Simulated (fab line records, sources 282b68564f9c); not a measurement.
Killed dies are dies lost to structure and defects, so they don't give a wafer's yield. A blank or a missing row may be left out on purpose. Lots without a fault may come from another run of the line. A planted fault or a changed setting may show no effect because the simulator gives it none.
Which tool did it? | flow rit_cmos | 15 lots, 45 wafers sampled, at 3 steps of a route of 202

WHAT THE GAUGES READ, wafer by wafer
RIT_NSD_TW_MEAS_10.
lot  | measured    | on            | NSD_TW
L482 | day 2 22:29 | film_metro-04 | 3160 3151 3151
L485 | day 3 14:25 | film_metro-04 | 3145 3167 3140
L486 | day 3 18:59 | film_metro-01 | 3191 3192 3200
L487 | day 3 23:48 | film_metro-01 | 3194 3193 3213
L488 | day 4 06:13 | film_metro-01 | 3159 3165 3171
L489 | day 4 11:26 | film_metro-01 | 3189 3175 3173
L491 | day 4 22:10 | film_metro-01 | 3162 3162 3167
L493 | day 5 08:36 | film_metro-01 | 3173 3168 3167
L494 | day 5 13:44 | film_metro-02 | 3133 3132 3121
L495 | day 5 22:25 | film_metro-04 | 3185 3176 3182
L500 | day 7 05:07 | film_metro-04 | 3218 3195 3203
L501 | day 7 08:44 | film_metro-01 | 3257 3262 3259
L502 | day 7 10:41 | film_metro-01 | 3265 3248 3274
L504 | day 7 20:28 | film_metro-01 | 3194 3191 3180
L505 | day 8 00:23 | film_metro-01 | 3163 3150 3152

RIT_SDANNEAL_RS_MEAS_05: measures by four-point-probe.
lot  | measured    | on            | NSD_RS (ohm/sq)
L482 | day 3 00:47 | film_metro-04 | 84.2 84.3 84.1
L485 | day 3 16:34 | film_metro-04 | 84.4 85.0 84.8
L486 | day 3 21:10 | film_metro-01 | 84.2 84.2 84.4
L487 | day 4 01:59 | film_metro-01 | 84.3 84.1 84.2
L488 | day 4 08:16 | film_metro-04 | 84.7 84.6 84.4
L489 | day 4 13:30 | film_metro-01 | 84.2 84.5 84.6
L491 | day 5 00:12 | film_metro-02 | 84.8 84.6 84.0
L493 | day 5 10:55 | film_metro-04 | 84.7 84.9 84.9
L494 | day 5 16:24 | film_metro-01 | 84.4 84.9 84.6
L495 | day 6 00:35 | film_metro-04 | 84.5 84.7 84.4
L500 | day 7 07:16 | film_metro-01 | 78.5 78.4 78.7
L501 | day 7 11:14 | film_metro-01 | 78.8 78.7 79.0
L502 | day 7 12:52 | film_metro-02 | 77.9 78.3 78.1
L504 | day 7 22:38 | film_metro-01 | 84.4 84.6 84.4
L505 | day 8 02:43 | film_metro-01 | 84.4 85.1 84.8

WHICH TOOL RAN EACH LOT (tool, then ch and the chambers of the sampled wafers, then the start)
lot  | RIT_NSD_IMPLANT_08
L482 | implanter-01 ch 0, day 2 22:11
L485 | implanter-02 ch 0, day 3 14:06
L486 | implanter-04 ch 0, day 3 18:40
L487 | implanter-01 ch 0, day 3 23:29
L488 | implanter-02 ch 0, day 4 05:53
L489 | implanter-02 ch 0, day 4 11:10
L491 | implanter-02 ch 0, day 4 21:51
L493 | implanter-04 ch 0, day 5 08:19
L494 | implanter-01 ch 0, day 5 13:25
L495 | implanter-04 ch 0, day 5 22:07
L500 | implanter-01 ch 0, day 7 04:48
L501 | implanter-01 ch 0, day 7 08:25
L502 | implanter-01 ch 0, day 7 10:24
L504 | implanter-02 ch 0, day 7 20:09
L505 | implanter-04 ch 0, day 8 00:05
- RIT_NSD_IMPLANT_08

WHAT THE TOOLS THEMSELVES READ (means of the sampled wafers that have a number; where no wafer has one, the mark that the record gives instead)
RIT_NSD_IMPLANT_08.
lot  | tool         | beam_on_s (s) | dose_ions_cm2 | faraday_current_uA
L482 | implanter-01 | 10.03         | 1e+15         | 3127
L485 | implanter-02 | 9.91          | 1e+15         | 3158
L486 | implanter-04 | 10.17         | 1e+15         | 3076
L487 | implanter-01 | 9.90          | 1e+15         | 3165
L488 | implanter-02 | 10.04         | 1e+15         | 3113
L489 | implanter-02 | 9.94          | 1e+15         | 3152
L491 | implanter-02 | 10.24         | 1e+15         | 3062
L493 | implanter-04 | 9.91          | 1e+15         | 3162
L494 | implanter-01 | 9.94          | 1e+15         | 3135
L495 | implanter-04 | 10.08         | 1e+15         | 3101
L500 | implanter-01 | 9.98          | 1e+15         | 3439
L501 | implanter-01 | 9.81          | 1e+15         | 3490
L502 | implanter-01 | 9.87          | 1e+15         | 3489
L504 | implanter-02 | 10.03         | 1e+15         | 3125
L505 | implanter-04 | 9.96          | 1e+15         | 3147

THE ANSWER, worked out from the rows above alone
Rule: what is usual is taken from the lots themselves. Put in order of their means at a reading, lots are off if they are a third of the lots or fewer, leave a main group of 4 or more, and stand apart from it by a gap of 3 or more times the standard deviation of the main group's means; of several such gaps the widest counts. A main group whose means are all the same, to the digits that the tables above print for the reading, isn't used. A lot without any number at a reading at which 4 lots or more have one is off too. The other lots that the step has rows for count as sound. The gauges are gone through in route order, then the tools' own readings, and for those a lot's mean is taken as printed above. The first step at which some lot is off is used, and at that step the reading that is off furthest; a lot without a number counts as furthest.
Off: L500, L501, L502, at RIT_SDANNEAL_RS_MEAS_05 (NSD_RS). The main group: mean 84.5 ohm/sq, standard deviation 0.2.
A tool fits if, at a process step before that reading, it ran every lot that is off, and no sound lot after the first of them. The gauges at RIT_SDANNEAL_RS_MEAS_05 aren't tried: what is off there is off at RIT_NSD_IMPLANT_08 too, on other tools, and a gauge's error can't cause that. One fits: implanter-01 at RIT_NSD_IMPLANT_08. Its last sound lot is L494 (day 5 13:25), its first lot that is off L500 (day 7 04:48): a fault that began between those two fits.
The tool's own readings at RIT_NSD_IMPLANT_08 bear it out: on the lots that are off they differ by more than 5 times the standard deviation of the sound lots' means. faraday_current_uA reads 3473 there against 3127 on the sound lots.

WHAT THE SIMULATOR HAD PUT IN
Process parameter drift: implanter-01, from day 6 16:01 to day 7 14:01, at RIT_NSD_IMPLANT_08. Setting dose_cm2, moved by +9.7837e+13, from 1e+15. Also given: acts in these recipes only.
Lots struck among those shown: L500, L501, L502. The rule above found the same.
